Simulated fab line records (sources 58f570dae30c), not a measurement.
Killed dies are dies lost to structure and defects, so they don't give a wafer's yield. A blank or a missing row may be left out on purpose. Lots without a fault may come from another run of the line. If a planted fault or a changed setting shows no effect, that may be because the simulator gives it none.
fab line records -- flow berkeleyCmos170
[record] lots = 14, wafers = 42, lastDay = 12
route steps=331 shown NSD@193 SDANNEAL@205 V1@256
lots untouched by any fault: they come from a run of this same line in which no faults occurred
startH: start of the lot's first displayed wafer, in hours after the record's first day -- waitH: hours from the lot's prior step to this one -- " repeats the value in the row above -- L1.1+2: a single row standing in for several wafers -- - either no value or no given start -- * or withheld: withheld -- < > ~ a bound
route shown NAME@n: a module of which the file shows steps, and the number in the route of the first -- usual: mean/standard deviation of fault-free wafers -- same: alike in all rows -- chamber/n: place in a boat -- sites: per-site readings -- _std_site: how widely they spread, as a standard deviation -- _edge_site: the outer-site mean with the inner-site mean subtracted -- radiusMm: for every site, how far away it sits from the centre of the wafer -- mask NAME#n: copy n -- behind: the most recent tool/chamber to have shaped the wafer -- hold: why the lot was held/for how many hours/how that ended -- device: which transistor (n, p or np) failed to switch -- end of line: at the end of the route, the tests of the same wafers -- a step without rows: its recipe alone -- killed: dies lost to structure and defects at the first sort, not the wafer's yield -- map: shows each die of a wafer: x if killed, . if not, _ if none is there
set.NAME: the setting the step ran with; set.NAME@STEP: the setting that earlier step ran with -- model.NAME: the simulator's own value behind a step, which no gauge read
one table for each step of the route and one row for each wafer, over a sample of lots
services: the hour from which a tool's chamber was out of use, counted from the record's first day as startH (under 0 if before that day), plus the number of hours and why
[[steps]]
[step UCB170_NSD_CD_MEAS_06]
[recipe] targetCdNm = 1200
[usual] cdNm = 1199.8/1.3
lot.wafer,tool,chamber,startH,waitH,cdNm
L377.2,cdSem-02,-,142.92,-,1197.9
L377.3,cdSem-02,-,142.92,-,1196.9
L377.4,cdSem-02,-,142.92,-,1197.3
L379.2,cdSem-02,-,152.70,-,1200.0
L379.5,cdSem-02,-,152.70,-,1199.7
L379.6,cdSem-02,-,152.70,-,1200.4
L381.1,cdSem-02,-,163.63,-,1200.9
L381.3,cdSem-02,-,163.63,-,1201.1
L381.6,cdSem-02,-,163.63,-,1200.3
L382.3,cdSem-02,-,164.04,-,1200.8
L382.5,cdSem-02,-,164.04,-,1200.3
L382.6,cdSem-02,-,164.04,-,1200.2
L383.3,cdSem-02,-,172.66,-,1198.9
L383.5,cdSem-02,-,172.66,-,1199.5
L383.6,cdSem-02,-,172.66,-,1198.3
L386.1,cdSem-01,-,179.29,-,1200.2
L386.3,cdSem-01,-,179.29,-,1200.6
L386.4,cdSem-01,-,179.29,-,1199.6
L385.2,cdSem-02,-,179.49,-,1198.8
L385.5,cdSem-02,-,179.49,-,1201.1
L385.6,cdSem-02,-,179.49,-,1202.8
L387.1,cdSem-02,-,194.61,-,1201.2
L387.3,cdSem-02,-,194.61,-,1201.0
L387.4,cdSem-02,-,194.61,-,1200.8
L388.1,cdSem-02,-,194.80,-,1201.0
L388.4,cdSem-02,-,194.80,-,1201.8
L388.5,cdSem-02,-,194.80,-,1201.5
L394.1,cdSem-02,-,226.49,-,1200.0
L394.2,cdSem-02,-,226.49,-,1199.5
L394.6,cdSem-02,-,226.49,-,1198.3
L395.4,cdSem-01,-,226.58,-,1199.2
L395.5,cdSem-01,-,226.58,-,1200.6
L395.6,cdSem-01,-,226.58,-,1199.2
L396.3,cdSem-02,-,226.84,-,1202.6
L396.5,cdSem-02,-,226.84,-,1201.1
L396.6,cdSem-02,-,226.84,-,1201.1
L398.3,cdSem-02,-,244.49,-,1199.7
L398.4,cdSem-02,-,244.49,-,1199.5
L398.6,cdSem-02,-,244.49,-,1198.7
L400.2,cdSem-01,-,248.59,-,1199.9
L400.5,cdSem-01,-,248.59,-,1200.6
L400.6,cdSem-01,-,248.59,-,1199.0
[step UCB170_NSD_STRIP_09]
[recipe] chemistry = O2, powerW = 400, pressureMtorr = 3500, platenTempC = withheld, o2FlowSccm = 400, overashFraction = 0.5
[usual] drypumpMotorCurrentA = 5.94/0.27, oesProductAu = 0.536/0.0045, stripTimeToEndpointS = 35.58/0.072
lot.wafer,tool,chamber,startH,waitH,drypumpMotorCurrentA,oesProductAu,rfHoursCounterH,stripTimeToEndpointS
L377.2,plasmaAsher-04,1,143.21,0.1,6.33,0.538,43,35.57
L377.3,plasmaAsher-04,0,143.21,0.1,5.67,0.529,-,35.54
L377.4,plasmaAsher-04,1,143.21,0.1,6.33,0.536,-,35.49
L379.2,plasmaAsher-02,1,152.99,0.1,6.23,0.536,4,35.75
L379.5,plasmaAsher-02,1,152.99,0.1,6.23,0.543,-,35.73
L379.6,plasmaAsher-02,0,152.99,0.1,5.79,0.537,-,35.62
L381.1,plasmaAsher-04,0,163.93,0.1,5.69,0.536,46,35.59
L381.3,plasmaAsher-04,1,163.93,0.1,6.37,0.538,-,35.64
L381.6,plasmaAsher-04,1,163.93,0.1,6.36,0.534,-,35.63
L382.3,plasmaAsher-03,0,164.36,0.1,5.63,0.535,-,35.45
L382.5,plasmaAsher-03,1,164.36,0.1,6.05,0.536,-,35.40
L382.6,plasmaAsher-03,0,164.36,0.1,5.62,0.534,-,35.45
L383.3,plasmaAsher-04,1,172.96,0.1,6.32,0.534,-,35.60
L383.5,plasmaAsher-04,1,172.96,0.1,6.34,0.544,-,35.62
L383.6,plasmaAsher-04,0,172.96,0.1,5.68,0.538,-,35.65
L386.1,plasmaAsher-02,1,179.60,0.1,6.20,0.535,7,35.68
L386.3,plasmaAsher-02,0,179.60,0.1,5.78,0.536,-,35.65
L386.4,plasmaAsher-02,1,179.60,0.1,6.25,0.538,-,35.79
L385.2,plasmaAsher-04,1,179.78,0.1,6.33,0.536,47,35.76
L385.5,plasmaAsher-04,0,179.78,0.1,5.65,0.530,-,35.64
L385.6,plasmaAsher-04,1,179.78,0.1,6.33,0.536,-,35.67
L387.1,plasmaAsher-03,1,194.91,0.1,6.05,0.540,48,35.64
L387.3,plasmaAsher-03,1,194.91,0.1,6.05,0.542,-,35.53
L387.4,plasmaAsher-03,0,194.91,0.1,5.63,0.528,-,35.59
L388.1,plasmaAsher-02,1,195.11,0.1,6.26,0.536,9,35.56
L388.4,plasmaAsher-02,0,195.11,0.1,5.74,0.540,-,35.56
L388.5,plasmaAsher-02,1,195.11,0.1,6.25,0.541,-,35.55
L394.1,plasmaAsher-02,0,226.79,0.1,5.77,0.535,12,35.63
L394.2,plasmaAsher-02,1,226.79,0.1,6.24,0.526,12,35.67
L394.6,plasmaAsher-02,0,226.79,0.1,5.76,0.527,-,35.59
L395.4,plasmaAsher-04,1,226.86,0.1,6.36,0.533,-,35.59
L395.5,plasmaAsher-04,1,226.86,0.1,6.33,0.536,-,35.64
L395.6,plasmaAsher-04,0,226.86,0.1,5.64,0.531,-,35.59
L396.3,plasmaAsher-03,0,227.14,0.1,5.62,0.545,-,35.67
L396.5,plasmaAsher-03,0,227.14,0.1,5.60,0.533,-,35.65
L396.6,plasmaAsher-03,1,227.14,0.1,6.04,0.539,-,35.66
L398.3,plasmaAsher-02,1,244.79,0.1,6.25,0.531,-,35.55
L398.4,plasmaAsher-02,0,244.79,0.1,5.80,0.537,-,35.59
L398.6,plasmaAsher-02,0,244.79,0.1,5.74,0.537,-,35.65
L400.2,plasmaAsher-03,1,248.87,0.1,6.07,0.546,54,35.63
L400.5,plasmaAsher-03,1,248.87,0.1,6.06,0.539,-,35.64
L400.6,plasmaAsher-03,0,248.87,0.1,5.59,0.546,-,35.60
[step UCB170_SDANNEAL_RTA_01]
[recipe] tempC = 1050, timeS = 5, ambient = N2
[usual] lampPowerPct = 36.36/0.091, wafer_temp_C_max = 1056.1/1.4
lot.wafer,tool,chamber,startH,waitH,lampPowerPct,wafer_temp_C_max
L377.2,rtpAnneal-02,0,145.12,0.1,36.19,1055.8
L377.3,rtpAnneal-02,0,145.12,0.1,36.26,1055.5
L377.4,rtpAnneal-02,0,145.12,0.1,36.22,1055.8
L379.2,rtpAnneal-01,0,154.12,0.1,36.47,1054.5
L379.5,rtpAnneal-01,0,154.12,0.1,36.38,1055.9
L379.6,rtpAnneal-01,0,154.12,0.1,36.43,1056.0
L381.1,rtpAnneal-01,0,165.16,0.1,36.44,1057.2
L381.3,rtpAnneal-01,0,165.16,0.1,36.42,1055.0
L381.6,rtpAnneal-01,0,165.16,0.1,36.45,1058.7
L382.3,rtpAnneal-02,0,165.47,0.1,36.31,1054.2
L382.5,rtpAnneal-02,0,165.47,0.1,36.25,1054.9
L382.6,rtpAnneal-02,0,165.47,0.1,36.23,1054.6
L383.3,rtpAnneal-01,0,174.07,0.1,36.51,1056.9
L383.5,rtpAnneal-01,0,174.07,0.1,36.52,1058.0
L383.6,rtpAnneal-01,0,174.07,0.1,36.44,1056.8
L386.1,rtpAnneal-01,0,180.85,0.1,36.41,1056.2
L386.3,rtpAnneal-01,0,180.85,0.1,36.43,1058.6
L386.4,rtpAnneal-01,0,180.85,0.1,36.44,1057.4
L385.2,rtpAnneal-02,0,181.46,0.1,36.24,1056.2
L385.5,rtpAnneal-02,0,181.46,0.1,36.23,1056.6
L385.6,rtpAnneal-02,0,181.46,0.1,36.29,1055.6
L387.1,rtpAnneal-01,0,196.13,0.1,36.41,1055.5
L387.3,rtpAnneal-01,0,196.13,0.1,36.48,1057.4
L387.4,rtpAnneal-01,0,196.13,0.1,36.40,1053.7
L388.1,rtpAnneal-02,0,196.36,0.1,36.26,1057.1
L388.4,rtpAnneal-02,0,196.36,0.1,36.28,1055.9
L388.5,rtpAnneal-02,0,196.36,0.1,36.28,1055.5
L394.1,rtpAnneal-01,0,228.15,0.1,36.42,1057.3
L394.2,rtpAnneal-01,0,228.15,0.1,36.44,1055.3
L394.6,rtpAnneal-01,0,228.15,0.1,36.47,1058.7
L395.4,rtpAnneal-02,0,228.41,0.1,36.25,1054.8
L395.5,rtpAnneal-02,0,228.41,0.1,36.28,1054.6
L395.6,rtpAnneal-02,0,228.41,0.1,36.27,1055.8
L396.3,rtpAnneal-01,0,228.62,0.1,36.42,1055.6
L396.5,rtpAnneal-01,0,228.62,0.1,36.43,1056.6
L396.6,rtpAnneal-01,0,228.62,0.1,36.42,1058.5
L398.3,rtpAnneal-02,0,247.01,0.1,36.25,1055.5
L398.4,rtpAnneal-02,0,247.01,0.1,36.25,1054.4
L398.6,rtpAnneal-02,0,247.01,0.1,36.24,1055.1
L400.2,rtpAnneal-02,0,250.25,0.1,36.27,1056.2
L400.5,rtpAnneal-02,0,250.25,0.1,36.29,1055.4
L400.6,rtpAnneal-02,0,250.25,0.1,36.29,1055.4
[step UCB170_V1_CMP_02]
[recipe] material = SiO2, downForcePsi = 6, platenRpm = 60, padVelocityMS = 0.75398
[usual] edgeZonePressureFrac = 1.001/0.0048, headPressurePsi = 6.000/0.014, motorCurrentA = 16.0/1.9
lot.wafer,tool,chamber,startH,waitH,edgeZonePressureFrac,headPressurePsi,motorCurrentA
L377.3,cmp-02,0,157.10,0.1,0.995,6.003,13.1
L377.4,cmp-02,1,157.10,0.1,0.992,5.998,17.9
L377.2,cmp-02,2,157.10,0.1,0.999,6.009,16.0
L379.2,cmp-01,0,166.50,0.0,1.004,5.979,13.6
L379.5,cmp-01,0,166.50,0.0,1.004,5.972,14.1
L379.6,cmp-01,1,166.50,0.0,1.004,6.036,16.7
L382.3,cmp-01,3,177.33,0.0,1.002,5.998,14.0
L382.6,cmp-01,3,177.33,0.0,0.999,5.995,14.8
L382.5,cmp-01,0,177.33,0.0,1.001,5.981,13.4
L381.1,cmp-02,3,177.35,0.1,1.001,6.000,19.2
L381.3,cmp-02,0,177.35,0.1,1.001,6.006,14.4
L381.6,cmp-02,2,177.35,0.1,1.000,5.981,16.6
L383.3,cmp-02,3,190.13,0.1,1.009,5.997,19.2
L383.6,cmp-02,2,190.13,0.1,0.996,5.996,16.3
L383.5,cmp-02,3,190.13,0.1,1.003,6.012,18.5
L386.4,cmp-01,0,194.16,0.0,0.994,6.010,13.6
L386.3,cmp-01,1,194.16,0.0,1.010,6.007,16.2
L386.1,cmp-01,2,194.16,0.0,1.009,6.006,19.0
L385.2,cmp-02,3,197.98,0.1,-,-,-
L385.5,cmp-02,2,197.98,0.1,-,-,-
L385.6,cmp-02,3,197.98,0.1,-,-,-
L387.3,cmp-01,3,207.09,0.0,-,-,-
L387.4,cmp-01,0,207.09,0.0,-,-,-
L387.1,cmp-01,1,207.09,0.0,-,-,-
L388.1,cmp-02,0,211.34,0.1,0.990,6.011,14.7
L388.4,cmp-02,2,211.34,0.1,1.001,6.023,14.0
L388.5,cmp-02,0,211.34,0.1,1.000,5.990,15.1
L394.2,cmp-02,0,240.33,0.0,1.007,5.991,13.5
L394.1,cmp-02,1,240.33,0.0,1.001,6.021,16.9
L394.6,cmp-02,0,240.33,0.0,1.008,6.014,14.0
L395.4,cmp-01,3,240.78,0.5,1.002,6.002,14.4
L395.5,cmp-01,0,240.78,0.5,0.991,5.983,14.2
L395.6,cmp-01,1,240.78,0.5,1.010,5.970,15.9
L396.3,cmp-02,2,244.07,0.0,1.007,6.012,15.6
L396.6,cmp-02,2,244.07,0.0,0.998,6.018,16.1
L396.5,cmp-02,3,244.07,0.0,0.998,6.018,19.8
L398.3,cmp-01,1,259.72,0.3,1.001,5.999,15.7
L398.4,cmp-01,3,259.72,0.3,0.995,6.015,14.1
L398.6,cmp-01,2,259.72,0.3,1.001,6.013,19.3
L400.2,cmp-02,0,263.67,0.0,1.002,5.977,14.6
L400.5,cmp-02,0,263.67,0.0,1.000,6.003,15.6
L400.6,cmp-02,1,263.67,0.0,1.003,6.001,16.9
[step UCB170_V1_BOW_MEAS_03]
[recipe] mode = bow
[usual] V1_BOW = 18/5.9
lot.wafer,tool,chamber,startH,waitH,V1_BOW[um]
L377.2,filmMetro-01,-,157.37,0.1,19
L377.3,filmMetro-01,-,157.37,0.1,18
L377.4,filmMetro-01,-,157.37,0.1,20
L379.2,filmMetro-03,-,166.82,0.3,11
L379.5,filmMetro-03,-,166.82,0.3,20
L379.6,filmMetro-03,-,166.82,0.3,18
L381.1,filmMetro-04,-,177.55,0.1,23
L381.3,filmMetro-04,-,177.55,0.1,16
L381.6,filmMetro-04,-,177.55,0.1,17
L382.3,filmMetro-03,-,177.67,0.3,23
L382.5,filmMetro-03,-,177.67,0.3,13
L382.6,filmMetro-03,-,177.67,0.3,26
L383.3,filmMetro-01,-,190.42,0.2,14
L383.5,filmMetro-01,-,190.42,0.2,37
L383.6,filmMetro-01,-,190.42,0.2,19
L386.1,filmMetro-04,-,194.46,0.1,16
L386.3,filmMetro-04,-,194.46,0.1,16
L386.4,filmMetro-04,-,194.46,0.1,11
L385.2,filmMetro-04,-,198.25,0.2,41
L385.5,filmMetro-04,-,198.25,0.2,32
L385.6,filmMetro-04,-,198.25,0.2,37
L387.1,filmMetro-03,-,207.39,0.1,35
L387.3,filmMetro-03,-,207.39,0.1,30
L387.4,filmMetro-03,-,207.39,0.1,37
L388.1,filmMetro-01,-,211.64,0.2,26
L388.4,filmMetro-01,-,211.64,0.2,17
L388.5,filmMetro-01,-,211.64,0.2,11
L394.1,filmMetro-01,-,240.63,0.2,23
L394.2,filmMetro-01,-,240.63,0.2,15
L394.6,filmMetro-01,-,240.63,0.2,13
L395.4,filmMetro-03,-,240.99,0.2,21
L395.5,filmMetro-03,-,240.99,0.2,22
L395.6,filmMetro-03,-,240.99,0.2,11
L396.3,filmMetro-01,-,244.41,0.3,22
L396.5,filmMetro-01,-,244.41,0.3,16
L396.6,filmMetro-01,-,244.41,0.3,13
L398.3,filmMetro-04,-,260.06,0.3,10
L398.4,filmMetro-04,-,260.06,0.3,23
L398.6,filmMetro-04,-,260.06,0.3,16
L400.2,filmMetro-01,-,263.99,0.3,18
L400.5,filmMetro-01,-,263.99,0.3,16
L400.6,filmMetro-01,-,263.99,0.3,23
[step UCB170_V1_THK_MEAS_04]
[recipe] reads = SiO2_of_V1_CVD_00
[usual] V1_POLISHED_THK = 999.1/1.1
lot.wafer,tool,chamber,startH,waitH,V1_POLISHED_THK[nm]
L377.2,filmMetro-01,-,157.48,0.1,998.5
L377.3,filmMetro-01,-,157.48,0.1,999.9
L377.4,filmMetro-01,-,157.48,0.1,1001.3
L379.2,filmMetro-03,-,166.93,0.1,999.8
L379.5,filmMetro-03,-,166.93,0.1,998.6
L379.6,filmMetro-03,-,166.93,0.1,998.4
L381.1,filmMetro-04,-,177.67,0.1,1001.2
L381.3,filmMetro-04,-,177.67,0.1,999.1
L381.6,filmMetro-04,-,177.67,0.1,998.6
L382.3,filmMetro-03,-,177.77,0.1,999.5
L382.5,filmMetro-03,-,177.77,0.1,998.7
L382.6,filmMetro-03,-,177.77,0.1,998.0
L383.3,filmMetro-01,-,190.52,0.1,998.1
L383.5,filmMetro-01,-,190.52,0.1,1001.1
L383.6,filmMetro-01,-,190.52,0.1,996.8
L386.1,filmMetro-04,-,194.58,0.1,997.7
L386.3,filmMetro-04,-,194.58,0.1,999.5
L386.4,filmMetro-04,-,194.58,0.1,999.6
L385.2,filmMetro-04,-,198.36,0.1,1980.0
L385.5,filmMetro-04,-,198.36,0.1,2039.8
L385.6,filmMetro-04,-,198.36,0.1,2040.3
L387.1,filmMetro-03,-,207.51,0.1,1963.7
L387.3,filmMetro-03,-,207.51,0.1,1987.9
L387.4,filmMetro-03,-,207.51,0.1,2020.0
L388.1,filmMetro-01,-,211.76,0.1,998.7
L388.4,filmMetro-01,-,211.76,0.1,998.1
L388.5,filmMetro-01,-,211.76,0.1,998.5
L394.1,filmMetro-01,-,240.75,0.1,1000.9
L394.2,filmMetro-01,-,240.75,0.1,997.2
L394.6,filmMetro-01,-,240.75,0.1,998.3
L395.4,filmMetro-03,-,241.08,0.1,999.0
L395.5,filmMetro-03,-,241.08,0.1,1000.9
L395.6,filmMetro-03,-,241.08,0.1,999.3
L396.3,filmMetro-01,-,244.51,0.1,999.2
L396.5,filmMetro-01,-,244.51,0.1,1000.2
L396.6,filmMetro-01,-,244.51,0.1,998.7
L398.3,filmMetro-04,-,260.16,0.1,999.6
L398.4,filmMetro-04,-,260.16,0.1,998.9
L398.6,filmMetro-04,-,260.16,0.1,998.9
L400.2,filmMetro-01,-,264.10,0.1,997.4
L400.5,filmMetro-01,-,264.10,0.1,998.0
L400.6,filmMetro-01,-,264.10,0.1,998.5
[step UCB170_V1_ETCH_14]
[recipe] chemistry = CHF3/CF4/Ar, target = SiO2, stopOn = Al, CHF3_flow_sccm = 45, cf4FlowSccm = 15, Ar_flow_sccm = 150, pressureMtorr = 200, rfW = 700, targetDepthA = 12500, overEtchFrac = 0.25, timeS = 291
[usual] drypumpMotorCurrentA = 5.7/0.45, oesProductAu = 0.871/0.016, throttleValvePct = 6.96/0.15
[same] overEtchFrac = 0.25
lot.wafer,tool,chamber,startH,waitH,drypumpMotorCurrentA,oesProductAu,rfHoursCounterH,throttleValvePct
L377.2,rieDiel-02,2,160.27,0.0,5.5,0.868,43,6.67
L377.3,rieDiel-02,1,160.27,0.0,5.7,0.878,28,6.93
L377.4,rieDiel-02,0,160.27,0.0,5.5,0.898,1,6.91
L379.2,rieDiel-03,0,168.16,0.0,5.1,0.877,61,7.21
L379.5,rieDiel-03,2,168.16,0.0,5.2,0.864,-,7.21
L379.6,rieDiel-03,1,168.16,0.0,6.1,0.849,-,7.04
L381.1,rieDiel-04,2,179.48,0.0,5.8,0.872,0,6.85
L381.3,rieDiel-04,1,179.48,0.0,5.6,0.888,57,6.88
L381.6,rieDiel-04,1,179.48,0.0,5.6,0.884,-,6.88
L382.3,rieDiel-03,3,179.75,0.0,5.6,0.882,1,6.87
L382.5,rieDiel-03,1,179.75,0.0,6.2,0.860,-,7.02
L382.6,rieDiel-03,0,179.75,0.0,5.2,0.864,-,7.21
L383.3,rieDiel-03,2,192.46,0.0,5.2,0.856,16,7.22
L383.5,rieDiel-03,0,192.46,0.0,5.1,0.876,-,7.21
L383.6,rieDiel-03,1,192.46,0.0,6.1,0.845,-,7.05
L386.1,rieDiel-04,3,196.06,0.0,5.6,0.887,17,6.82
L386.3,rieDiel-04,1,196.06,0.0,5.6,0.881,58,6.87
L386.4,rieDiel-04,2,196.06,0.0,5.9,0.865,1,6.83
L385.2,rieDiel-04,3,200.19,0.0,5.6,1.675,18,6.84
L385.5,rieDiel-04,3,200.19,0.0,5.6,1.677,-,6.85
L385.6,rieDiel-04,0,200.19,0.0,6.7,1.587,-,7.10
L387.1,rieDiel-04,2,208.94,0.0,5.9,1.617,1,6.88
L387.3,rieDiel-04,3,208.94,0.0,5.6,1.672,18,6.83
L387.4,rieDiel-04,0,208.94,0.0,6.7,1.587,17,7.10
L388.1,rieDiel-03,0,213.77,0.0,5.1,0.862,63,7.20
L388.4,rieDiel-03,2,213.77,0.0,5.2,0.858,16,7.22
L388.5,rieDiel-03,2,213.77,0.0,5.2,0.861,-,7.22
L394.1,rieDiel-04,3,244.33,0.0,5.6,0.896,19,6.81
L394.2,rieDiel-04,2,244.33,0.0,5.9,0.861,3,6.86
L394.6,rieDiel-04,0,244.33,0.0,6.7,0.851,-,7.08
L395.4,rieDiel-02,1,244.38,0.0,5.7,0.883,32,6.93
L395.5,rieDiel-02,1,244.38,0.0,5.7,0.875,-,6.92
L395.6,rieDiel-02,0,244.38,0.0,5.5,0.895,-,6.89
L396.3,rieDiel-03,1,245.72,0.0,6.1,0.848,23,7.04
L396.5,rieDiel-03,1,245.72,0.0,6.2,0.847,-,7.01
L396.6,rieDiel-03,0,245.72,0.0,5.2,0.874,-,7.22
L398.3,rieDiel-02,0,261.50,0.0,5.5,0.895,6,6.90
L398.4,rieDiel-02,1,261.50,0.0,5.7,0.882,32,6.93
L398.6,rieDiel-02,0,261.50,0.0,5.5,0.894,-,6.88
L400.2,rieDiel-03,2,265.74,0.0,5.2,0.871,19,7.21
L400.5,rieDiel-03,2,265.74,0.0,5.2,0.861,-,7.21
L400.6,rieDiel-03,1,265.74,0.0,6.2,0.847,-,7.03
[[services]]
tool,chamber,startH,hours,kind
plasmaAsher-03,-,120.55,2.8,pm
cmp-02,-,135.32,5.9,pm
rieDiel-03,3,135.89,-,clean
cmp-02,-,143.43,2.6,repair
rieDiel-02,-,145.34,14.6,pm
rieDiel-02,1,160.91,10.0,repair
cmp-01,-,164.36,0.4,repair
rieDiel-04,3,168.50,5.2,repair
rieDiel-04,3,174.06,3.8,repair
rieDiel-03,2,196.71,7.8,repair
rieDiel-02,1,201.84,2.5,repair
cmp-01,-,216.66,0.3,repair
rieDiel-03,3,227.84,10.3,repair
cmp-02,-,232.00,4.0,pm
cmp-01,-,233.40,2.9,repair
rieDiel-04,1,235.30,7.7,repair
cmp-02,-,236.00,-,consumableReplace:conditioner
cmp-02,-,236.00,-,consumableReplace:pad
rieDiel-04,2,245.33,4.3,repair
rieDiel-03,0,248.40,3.6,repair
plasmaAsher-02,-,254.64,1.4,repair
plasmaAsher-02,-,256.97,3.3,repair
cmp-02,-,259.16,1.1,repair
plasmaAsher-03,-,261.99,0.7,repair
[[key]]
[firstSign] step = UCB170_V1_CMP_02, reading = toolRecord, direction = missing
[effect] step = UCB170_V1_BOW_MEAS_03, reading = V1_BOW, direction = up, sigmas = 2.9, usual = 18, struck = 35
[effect] step = UCB170_V1_THK_MEAS_04, reading = V1_POLISHED_THK, direction = up, sigmas = 99+, usual = 999.1, struck = 2005.3
[effect] step = UCB170_V1_ETCH_14, reading = oesProductAu, direction = up, sigmas = 48, usual = 0.871, struck = 1.636
metAt UCB170_V1_CMP_02
struckLots L385,L387
laterRowsLeftOut L385.2,L385.5,L385.6,L387.1,L387.3,L387.4
sortLeftOut L385.2,L385.5,L385.6,L387.1,L387.3,L387.4
notActingAt UCB170_NSD_CD_MEAS_06,UCB170_NSD_STRIP_09,UCB170_SDANNEAL_RTA_01
onsetBetween 194.16 197.98
[fault] kind = skippedStepWhole, tool = cmp-01,cmp-02, chamber = -, onsetH = 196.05, steps = UCB170_V1_CMP_02, scope = struckLotsOnly
// sortLeftOut: the simulated sort isn't trusted on such a fault, so these wafers' sort isn't shown, and their yield isn't known
// laterRowsLeftOut: the simulator's readings of these wafers behind a module that went badly wrong aren't trusted and aren't shown, but for the sort
